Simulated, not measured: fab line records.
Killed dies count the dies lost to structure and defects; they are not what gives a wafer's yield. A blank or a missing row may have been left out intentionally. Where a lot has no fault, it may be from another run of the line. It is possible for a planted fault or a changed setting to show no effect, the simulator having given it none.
Matching of chambers + flow berkeley cmos170 + rie diel-04 running UCB170_M1_ETCH_11: 4 sister chambers
The step etches BARC in N2/H2. 8 wafers are shown with their chamber, then 7 later ones without.

WAFERS WITH THEIR CHAMBER
| wafer  | chamber | drypump motor current A (A) | throttle valve pct (%) |
|--------|---------|-----------------------------|------------------------|
| L621.2 | 0       | 5.7                         | 13.58                  |
| L620.2 | 3       | 5.7                         | 13.16                  |
| L620.6 | 2       | 5.4                         | 13.41                  |
| L625.2 | 2       | 5.4                         | 13.40                  |
| L625.5 | 0       | 5.7                         | 13.57                  |
| L625.6 | 1       | 6.4                         | 13.34                  |
| L635.2 | 1       | 6.4                         | 13.33                  |
| L635.3 | 3       | 5.8                         | 13.15                  |

WAFERS WHOSE CHAMBER IS MISSING
| wafer  | drypump motor current A (A) | throttle valve pct (%) |
|--------|-----------------------------|------------------------|
| L635.4 | 5.7                         | 13.56                  |
| L638.1 | 5.7                         | 13.55                  |
| L638.2 | 5.7                         | 13.16                  |
| L638.4 | 5.4                         | 13.42                  |
| L639.1 | 6.3                         | 13.35                  |
| L639.2 | 5.4                         | 13.38                  |
| L639.5 | 6.4                         | 13.35                  |

THE CHAMBER EACH PASSED THROUGH
| wafer  | from the rows above | in truth |
|--------|---------------------|----------|
| L635.4 | 0                   | 0        |
| L638.1 | 0                   | 0        |
| L638.2 | 3                   | 3        |
| L638.4 | 2                   | 2        |
| L639.1 | 1                   | 1        |
| L639.2 | 2                   | 2        |
| L639.5 | 1                   | 1        |
Placed correctly: 7 of 7. Not placeable from these rows: 0. Number placed wrongly: 0.
How it was worked out, from the rows above alone: a wafer's distance from a chamber is the root of the sum, over the readings, of the square of ((its reading less the chamber's mean) divided by the reading's scatter). If the next closest chamber is less than 2 further off than the closest, the wafer can't be placed; otherwise it belongs to the closest. For every chamber, the mean is computed from those of its wafers that are shown. How the scatter is found: for the shown wafers, subtract from each reading the mean of its chamber, square and add these, divide the total by (wafers less chambers), then take the root.
